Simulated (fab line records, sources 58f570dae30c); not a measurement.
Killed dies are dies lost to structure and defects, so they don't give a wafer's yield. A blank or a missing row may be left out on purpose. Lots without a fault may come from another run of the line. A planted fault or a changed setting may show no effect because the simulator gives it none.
A sampling plan put to the test | flow berkeley_cmos170 | one fab line, 31 faults that these records tell of, each judged on the records of the lots that it struck
The plan is the line's own looks: the steps of the route at which a gauge or an inspection reads the wafer and doesn't change it. A look can be judged if struck wafers have a number there and the file gives its usual mean and standard deviation on fault-free wafers. Caught: at a look after the fault's first step, the mean of the struck wafers lies 4 or more of those standard deviations (sigma) from the usual mean. On the tool: the same test on the tool's own readings at the fault's steps. Another recipe on the struck wafers, or a record that is blank for them alone, also counts as caught.

THE FAULTS, as the simulator had put them in
1. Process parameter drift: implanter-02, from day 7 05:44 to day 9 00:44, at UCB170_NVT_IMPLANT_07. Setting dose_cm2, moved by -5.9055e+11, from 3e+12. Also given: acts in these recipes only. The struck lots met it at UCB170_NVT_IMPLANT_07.
2. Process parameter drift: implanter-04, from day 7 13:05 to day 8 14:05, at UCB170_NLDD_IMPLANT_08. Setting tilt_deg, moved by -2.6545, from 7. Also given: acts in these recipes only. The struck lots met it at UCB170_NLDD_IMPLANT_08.
3. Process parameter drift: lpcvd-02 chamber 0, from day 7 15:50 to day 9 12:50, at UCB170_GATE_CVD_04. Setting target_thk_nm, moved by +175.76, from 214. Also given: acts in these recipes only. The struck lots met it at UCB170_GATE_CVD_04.
4. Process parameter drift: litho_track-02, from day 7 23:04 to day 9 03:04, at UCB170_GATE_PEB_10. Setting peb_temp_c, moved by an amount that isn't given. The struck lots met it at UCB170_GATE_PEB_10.
5. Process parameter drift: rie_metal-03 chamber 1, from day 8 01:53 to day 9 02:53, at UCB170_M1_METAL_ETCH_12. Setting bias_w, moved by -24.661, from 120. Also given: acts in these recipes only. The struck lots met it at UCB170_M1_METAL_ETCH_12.
6. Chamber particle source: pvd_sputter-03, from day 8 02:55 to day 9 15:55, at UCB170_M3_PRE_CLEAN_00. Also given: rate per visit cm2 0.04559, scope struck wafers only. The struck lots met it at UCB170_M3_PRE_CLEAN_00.
7. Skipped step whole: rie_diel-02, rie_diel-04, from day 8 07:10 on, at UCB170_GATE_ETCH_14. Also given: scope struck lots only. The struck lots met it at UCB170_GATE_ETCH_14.
8. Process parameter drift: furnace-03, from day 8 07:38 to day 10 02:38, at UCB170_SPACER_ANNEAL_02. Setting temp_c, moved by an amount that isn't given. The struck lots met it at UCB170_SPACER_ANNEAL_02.
9. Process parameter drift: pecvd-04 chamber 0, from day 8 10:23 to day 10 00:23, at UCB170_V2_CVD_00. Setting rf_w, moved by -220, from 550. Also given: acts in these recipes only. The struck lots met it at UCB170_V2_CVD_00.
10. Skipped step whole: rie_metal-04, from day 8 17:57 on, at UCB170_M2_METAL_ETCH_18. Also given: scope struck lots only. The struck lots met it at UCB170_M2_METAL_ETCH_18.
11. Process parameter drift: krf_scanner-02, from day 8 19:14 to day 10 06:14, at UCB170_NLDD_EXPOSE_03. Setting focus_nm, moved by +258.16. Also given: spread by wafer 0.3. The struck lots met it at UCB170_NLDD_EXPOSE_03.
12. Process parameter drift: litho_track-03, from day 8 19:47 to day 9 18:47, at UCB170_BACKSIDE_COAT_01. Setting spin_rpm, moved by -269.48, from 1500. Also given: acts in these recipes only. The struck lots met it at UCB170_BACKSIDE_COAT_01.
13. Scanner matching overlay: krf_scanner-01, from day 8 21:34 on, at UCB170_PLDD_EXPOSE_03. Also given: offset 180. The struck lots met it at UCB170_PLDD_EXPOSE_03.
14. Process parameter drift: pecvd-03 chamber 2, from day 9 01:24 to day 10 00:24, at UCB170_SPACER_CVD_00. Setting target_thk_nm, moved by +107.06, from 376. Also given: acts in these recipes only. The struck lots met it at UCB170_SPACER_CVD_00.
15. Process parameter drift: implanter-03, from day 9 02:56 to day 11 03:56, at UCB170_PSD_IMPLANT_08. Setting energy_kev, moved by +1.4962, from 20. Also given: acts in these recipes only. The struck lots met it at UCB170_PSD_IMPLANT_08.
16. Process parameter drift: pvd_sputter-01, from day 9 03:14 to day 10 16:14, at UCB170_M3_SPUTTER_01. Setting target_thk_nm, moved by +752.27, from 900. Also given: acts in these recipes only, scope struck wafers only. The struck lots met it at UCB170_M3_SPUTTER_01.
17. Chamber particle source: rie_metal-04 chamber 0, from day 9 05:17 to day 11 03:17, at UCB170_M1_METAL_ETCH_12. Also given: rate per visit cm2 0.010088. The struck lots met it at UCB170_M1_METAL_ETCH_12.
18. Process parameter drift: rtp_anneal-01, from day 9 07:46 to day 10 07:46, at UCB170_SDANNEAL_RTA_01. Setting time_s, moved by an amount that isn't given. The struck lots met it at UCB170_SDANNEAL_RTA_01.
19. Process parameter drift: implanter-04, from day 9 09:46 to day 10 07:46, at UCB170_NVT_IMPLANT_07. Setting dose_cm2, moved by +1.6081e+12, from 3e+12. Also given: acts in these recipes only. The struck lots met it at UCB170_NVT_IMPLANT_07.
20. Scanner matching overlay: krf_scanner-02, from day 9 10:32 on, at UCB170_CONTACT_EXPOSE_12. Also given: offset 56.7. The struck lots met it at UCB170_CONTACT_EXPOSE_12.
21. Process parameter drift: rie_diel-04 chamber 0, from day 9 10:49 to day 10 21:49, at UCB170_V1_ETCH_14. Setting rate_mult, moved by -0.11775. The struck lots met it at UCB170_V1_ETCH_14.
22. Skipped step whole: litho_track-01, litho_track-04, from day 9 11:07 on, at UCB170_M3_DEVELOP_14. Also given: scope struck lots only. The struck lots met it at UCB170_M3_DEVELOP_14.
23. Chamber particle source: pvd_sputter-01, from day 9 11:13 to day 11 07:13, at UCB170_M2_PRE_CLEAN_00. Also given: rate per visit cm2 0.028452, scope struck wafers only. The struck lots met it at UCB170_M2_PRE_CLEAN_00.
24. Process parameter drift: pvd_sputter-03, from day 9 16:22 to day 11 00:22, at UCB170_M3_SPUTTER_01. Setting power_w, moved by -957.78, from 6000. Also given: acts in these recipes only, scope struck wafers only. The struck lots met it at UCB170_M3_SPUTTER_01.
25. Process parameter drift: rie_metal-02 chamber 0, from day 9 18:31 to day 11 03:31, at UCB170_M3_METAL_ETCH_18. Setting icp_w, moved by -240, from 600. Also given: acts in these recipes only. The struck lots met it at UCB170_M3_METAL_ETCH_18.
26. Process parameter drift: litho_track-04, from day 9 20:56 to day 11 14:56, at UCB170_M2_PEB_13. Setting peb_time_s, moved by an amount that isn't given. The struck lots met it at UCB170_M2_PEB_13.
27. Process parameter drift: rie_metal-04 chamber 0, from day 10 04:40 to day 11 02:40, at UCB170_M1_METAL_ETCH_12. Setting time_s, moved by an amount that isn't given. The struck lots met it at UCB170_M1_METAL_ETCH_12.
28. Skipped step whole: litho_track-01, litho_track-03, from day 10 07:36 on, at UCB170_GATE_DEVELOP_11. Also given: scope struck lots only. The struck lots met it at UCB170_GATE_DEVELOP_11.
29. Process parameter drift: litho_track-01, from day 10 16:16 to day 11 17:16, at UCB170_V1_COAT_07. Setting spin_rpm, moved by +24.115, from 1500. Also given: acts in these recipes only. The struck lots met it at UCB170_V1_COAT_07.
30. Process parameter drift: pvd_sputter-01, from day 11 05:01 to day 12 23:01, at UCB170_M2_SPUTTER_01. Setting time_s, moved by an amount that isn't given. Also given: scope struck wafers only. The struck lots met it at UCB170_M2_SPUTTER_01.
31. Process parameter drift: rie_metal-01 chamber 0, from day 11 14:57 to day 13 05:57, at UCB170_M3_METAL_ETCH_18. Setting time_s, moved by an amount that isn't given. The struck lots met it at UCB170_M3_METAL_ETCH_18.

WHAT THE PLAN SAW
fault | on the tool itself                               | first look that catches it                      | reading, sigma                                        | median hours from its first step to that look | hours from the fault's start to the first struck lot there | judged looks passed uncaught
1     | dose_ions_cm2 -99 or beyond sigma                | not the one look that can be judged after it    | strongest: NVT_TW at UCB170_NVT_TW_MEAS_09, -3.9      | -                                             | -                                                          | 1
2     | tilt_deg -99 or beyond sigma                     | UCB170_SDANNEAL_RS_MEAS_05                      | NLDD_RS -19                                           | 11.2                                          | 12                                                         | 0
3     | under 2 sigma                                    | UCB170_GATE_THK_MEAS_05                         | GATE_POLY_THK +93                                     | 1.4                                           | 10                                                         | 0
4     | heater_power_total_W -99 or beyond sigma         | UCB170_GATE_CD_MEAS_12                          | cd_nm +58                                             | 0.3                                           | 4                                                          | 0
5     | bias_w -63 sigma                                 | no look after it can be judged                  | -                                                     | -                                             | -                                                          | 0
6     | no reading that can be judged                    | no look after it can be judged                  | -                                                     | -                                             | -                                                          | 0
7     | the tool's record is blank for the struck wafers | no look after it can be judged                  | -                                                     | -                                             | -                                                          | 0
8     | tube_center_temp_C +99 or beyond sigma           | UCB170_SDANNEAL_RS_MEAS_04                      | PLDD_RS -52                                           | 7.2                                           | 8                                                          | 0
9     | rf_fwd_power_W -99 or beyond sigma               | UCB170_V2_THK_MEAS_01                           | V2_TEOS_THK -11                                       | 0.2                                           | 8                                                          | 0
10    | the tool's record is blank for the struck wafers | no look after it can be judged                  | -                                                     | -                                             | -                                                          | 0
11    | exposure_dose_mJ_cm2 -4.8 sigma                  | none of the 2 looks that can be judged after it | strongest: cd_nm at UCB170_NLDD_CD_MEAS_06, +2.7      | -                                             | -                                                          | 2
12    | spin_speed_rpm -99 or beyond sigma               | no look after it can be judged                  | -                                                     | -                                             | -                                                          | 0
13    | under 2 sigma                                    | UCB170_PLDD_OVL_MEAS_07                         | PLDD_OVL +33                                          | 0.6                                           | 1                                                          | 1
14    | under 2 sigma                                    | UCB170_SPACER_THK_MEAS_01                       | SPACER_TEOS_THK +19                                   | 0.0                                           | 0                                                          | 0
15    | beam_energy_keV +99 or beyond sigma              | none of the 2 looks that can be judged after it | strongest: PSD_RS at UCB170_SDANNEAL_RS_MEAS_02, -3.7 | -                                             | -                                                          | 2
16    | under 2 sigma                                    | UCB170_M3_RS_MEAS_02                            | M3_AL_RS -50                                          | 0.1                                           | 36                                                         | 0
17    | under 2 sigma                                    | no look after it can be judged                  | -                                                     | -                                             | -                                                          | 0
18    | under 2 sigma                                    | UCB170_SDANNEAL_RS_MEAS_02                      | PSD_RS -15                                            | 0.1                                           | 6                                                          | 0
19    | dose_ions_cm2 +99 or beyond sigma                | UCB170_NVT_TW_MEAS_09                           | NVT_TW +10                                            | 0.2                                           | 6                                                          | 0
20    | no reading that can be judged                    | UCB170_CONTACT_OVL_MEAS_16                      | CONTACT_OVL +13                                       | 0.8                                           | 15                                                         | 0
21    | under 2 sigma                                    | no look after it can be judged                  | -                                                     | -                                             | -                                                          | 0
22    | no reading that can be judged                    | no look after it can be judged                  | -                                                     | -                                             | -                                                          | 0
23    | no reading that can be judged                    | none of the 8 looks that can be judged after it | -                                                     | -                                             | -                                                          | 8
24    | cathode_dc_power_W -99 or beyond sigma           | UCB170_M3_RS_MEAS_02                            | M3_AL_RS +19                                          | 0.1                                           | 24                                                         | 0
25    | rf_fwd_power_W -99 or beyond sigma               | UCB170_M3_CD_MEAS_90                            | cd_nm +4.6                                            | 0.4                                           | 7                                                          | 0
26    | heater_power_total_W +59 sigma                   | UCB170_M2_CD_MEAS_15                            | cd_nm +7.9                                            | 0.3                                           | 16                                                         | 0
27    | run_length_s +20 sigma                           | none of the 2 looks that can be judged after it | -                                                     | -                                             | -                                                          | 2
28    | no reading that can be judged                    | no look after it can be judged                  | -                                                     | -                                             | -                                                          | 0
29    | spin_speed_rpm +22 sigma                         | not the one look that can be judged after it    | -                                                     | -                                             | -                                                          | 1
30    | under 2 sigma                                    | UCB170_M2_RS_MEAS_02                            | M2_AL_RS +81                                          | 0.1                                           | 4                                                          | 0
31    | run_length_s -99 or beyond sigma                 | not the one look that can be judged after it    | strongest: cd_nm at UCB170_M3_CD_MEAS_90, +3.9        | -                                             | -                                                          | 1
A dash: the fault isn't caught, or these records don't give the number.

Caught at a look: 15 of 31. Caught on the tool: 18 of 31. By one or the other: 25 of 31.
Caught on the tool alone: faults 1, 5, 7, 10, 11, 12, 15, 27, 29, 31.
Caught at a look alone: faults 3, 13, 14, 16, 18, 20, 30.
Caught by neither: faults 6, 17, 21, 22, 23, 28.

THINNER SAMPLING
If the look that catches a fault measured only every second or every third lot, by lot number, the first struck lot would be measured this late in the worst case:
fault | struck lots at that look, in order of time | every lot | every second lot | every third lot
2     | L528, L530                                 | 12 h      | may miss all 2   | may miss all 2
3     | L369                                       | 10 h      | may miss it      | may miss it
4     | L853, L858                                 | 4 h       | 21 h             | may miss all 2
8     | L697, L698, L700                           | 8 h       | 18 h             | may miss all 3
9     | L750, L753, L756                           | 8 h       | 20 h             | may miss all 3
13    | L337, L339, L342, L343                     | 1 h       | 36 h             | may miss all 4
14    | L974, L976                                 | 0 h       | may miss all 2   | may miss all 2
16    | L843                                       | 36 h      | may miss it      | may miss it
18    | L341, L340                                 | 6 h       | 7 h              | may miss all 2
19    | L277, L281                                 | 6 h       | may miss all 2   | may miss all 2
20    | L873, L877                                 | 15 h      | may miss all 2   | may miss all 2
24    | L723                                       | 24 h      | may miss it      | may miss it
25    | L706, L709                                 | 7 h       | 26 h             | may miss all 2
26    | L378, L380                                 | 16 h      | may miss all 2   | may miss all 2
30    | L210, L211                                 | 4 h       | 10 h             | may miss all 2
Hours are from the fault's start to the first struck lot that is measured. The limit of 4 sigma was tested on all struck wafers together, so one lot alone may lie under it. Other struck lots may not be in these records.

THE LONGEST TIMED WAY FROM STEP TO LOOK
Fault 2: a median of 11.2 hours passes between UCB170_NLDD_IMPLANT_08 and UCB170_SDANNEAL_RS_MEAS_05. No look between them can be judged.
